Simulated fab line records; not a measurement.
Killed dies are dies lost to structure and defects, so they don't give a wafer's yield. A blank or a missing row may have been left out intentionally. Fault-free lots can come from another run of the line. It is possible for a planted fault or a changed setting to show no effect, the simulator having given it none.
Which tool did it? | flow berkeley cmos170 | 7 lots with 21 wafers sampled at 3 steps, on a route of 331 steps

## WHAT EACH GAUGE READ, for each wafer
UCB170_NLDD_OVL_MEAS_07.
lot  | measured     | on         | NLDD_OVL (nm)
L112 | day 6 15:15  | overlay-01 | -2 -1 0
L114 | day 6 17:20  | overlay-02 | -1 0 -3
L117 | day 7 14:58  | overlay-01 | -5 -1 -3
L121 | day 8 07:44  | overlay-02 | 171 176 180 169 174 183
L126 | day 9 10:01  | overlay-01 | 172 176 180 175 174 182
L128 | day 9 10:34  | overlay-02 | -4 -5 4
L134 | day 10 22:54 | overlay-02 | -5 -1 3

## WHICH TOOL RAN EACH LOT (tool, then ch and the chambers of the sampled wafers, then the start)
lot  | UCB170_PWELL_ETCH_14              | UCB170_NLDD_EXPOSE_03
L112 | rie diel-03 ch 0,1,2, day 3 08:50 | krf scanner-02 ch 0, day 6 14:31
L114 | rie diel-03 ch 1,2,3, day 3 12:08 | krf scanner-01 ch 0, day 6 15:55
L117 | rie diel-04 ch 0,3, day 4 06:07   | krf scanner-02 ch 0, day 7 14:24
L121 | rie diel-02 ch 0,2,3, day 5 04:42 | krf scanner-01 ch 0, day 8 07:13
L126 | rie diel-03 ch 1,2,3, day 6 02:46 | krf scanner-01 ch 0, day 9 09:28
L128 | rie diel-02 ch 1,2, day 6 10:03   | krf scanner-02 ch 0, day 9 10:04
L134 | rie diel-02 ch 1,2,3, day 7 13:52 | krf scanner-02 ch 0, day 10 21:47
- UCB170_PWELL_ETCH_14: etches Si3N4 in CH3F/Ar/O2, stops on SiO2, target depth 242 nm, time 151 s.
- UCB170_NLDD_EXPOSE_03: exposes mask NSELECT, target cd 1200 nm.

## THE ANSWER, worked out from the rows above alone
Rule: the lots themselves supply what counts as usual. The widest of any qualifying gaps counts: lots, ordered by their means at a reading, are off when they make up no more than a third of the lots, leave a main group of 4 or more, and stand apart from it by 3 or more times the standard deviation of that group's means. Not used: any main group whose means are identical at the precision the tables above print for the reading. Also off: a lot with no number at a reading for which 4 or more lots have one. The other lots that the step has rows for count as sound.
Off: at UCB170_NLDD_OVL_MEAS_07 (NLDD_OVL), L121, L126. Main group: mean -2 nm, sd 0.74.
If a tool, at a process step before that reading, ran all the lots that are off and no sound lot after the first of them, it fits. Those tools and the gauges at UCB170_NLDD_OVL_MEAS_07 are tried in the same way. One fits: UCB170_NLDD_EXPOSE_03 on krf scanner-01. A fault onset in the window from L114 (day 6 15:55, its last sound lot) to L121 (day 8 07:13, its first lot off) fits.

## WHAT THE SIMULATOR HAD PUT IN
Scanner matching overlay: krf scanner-01, from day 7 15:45 on, at UCB170_NLDD_EXPOSE_03. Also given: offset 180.
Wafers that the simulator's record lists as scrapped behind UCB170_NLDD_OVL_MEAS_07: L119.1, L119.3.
Lots struck among those shown: L121, L126. The rule above found the same.
